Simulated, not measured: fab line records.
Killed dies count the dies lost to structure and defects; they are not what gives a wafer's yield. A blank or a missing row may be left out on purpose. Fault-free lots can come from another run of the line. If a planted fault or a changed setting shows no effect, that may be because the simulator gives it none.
Matching of chambers ; flow rit_cmos ; RIT_CONTACT_ETCH_11 on rie_diel-02 has 4 sister chambers
The step etches SiO2 in CHF3/CF4/Ar, stops on TiSi2, target depth 480 nm, time 320 s. 16 wafers are shown with their chamber, then 8 later ones without.

WAFERS, EACH WITH ITS CHAMBER
wafer;chamber;drypump_motor_current_A (A);throttle_valve_pct (%);oes_product_au (a.u.)
L713.3;2;6.0;8.96;0.982
L713.5;1;5.6;8.77;1.023
L713.6;0;5.4;8.92;1.005
L716.1;2;5.9;8.96;0.976
L716.4;1;5.6;8.76;1.030
L716.5;0;5.4;8.93;1.014
L717.2;1;5.6;8.76;1.025
L717.4;2;6.0;8.97;0.980
L717.6;1;5.6;8.75;1.028
L718.2;2;6.0;8.95;0.982
L718.3;0;5.4;8.92;1.006
L718.4;0;5.4;8.92;1.003
L722.3;3;6.4;8.86;1.007
L722.5;1;5.6;8.76;1.021
L722.6;2;5.9;8.95;0.989
L729.2;0;5.4;8.91;1.017

SIGNATURES (averages over the wafers above)
reading;chamber 0;chamber 1;chamber 2;chamber 3;scatter within a chamber
drypump_motor_current_A;5.400;5.600;5.960;6.400;0.0316
throttle_valve_pct;8.9200;8.7600;8.9580;8.8600;0.00753
oes_product_au;1.00900;1.02540;0.98180;1.00700;0.00493
Rule: for each reading, subtract the chamber's mean from the wafer's reading, divide by that reading's scatter and square the result; add these up over the readings and take the root, which gives the wafer's distance from the chamber. If the next closest chamber is less than 2 further off than the closest, the wafer can't be placed; otherwise it belongs to the closest. The scatter: the root of (the sum of the squares of (reading less its chamber's mean) over the shown wafers, divided by (wafers less chambers)).

WAFERS MISSING THEIR CHAMBER
wafer;drypump_motor_current_A (A);throttle_valve_pct (%);oes_product_au (a.u.)
L729.4;5.6;8.77;1.032
L729.6;5.4;8.92;1.008
L730.2;5.9;8.95;0.983
L730.4;5.5;8.92;1.008
L730.6;6.0;8.95;0.985
L733.2;6.3;8.84;1.018
L733.4;5.5;8.93;1.005
L733.6;6.0;8.94;0.984

THE CHAMBER EACH PASSED THROUGH
wafer;from the rows above;in truth
L729.4;1;1
L729.6;0;0
L730.2;2;2
L730.4;0;0
L730.6;2;2
L733.2;3;3
L733.4;0;0
L733.6;2;2
Correctly placed: 8 of 8. From these rows, 0 cannot be placed. 0 placed wrongly.
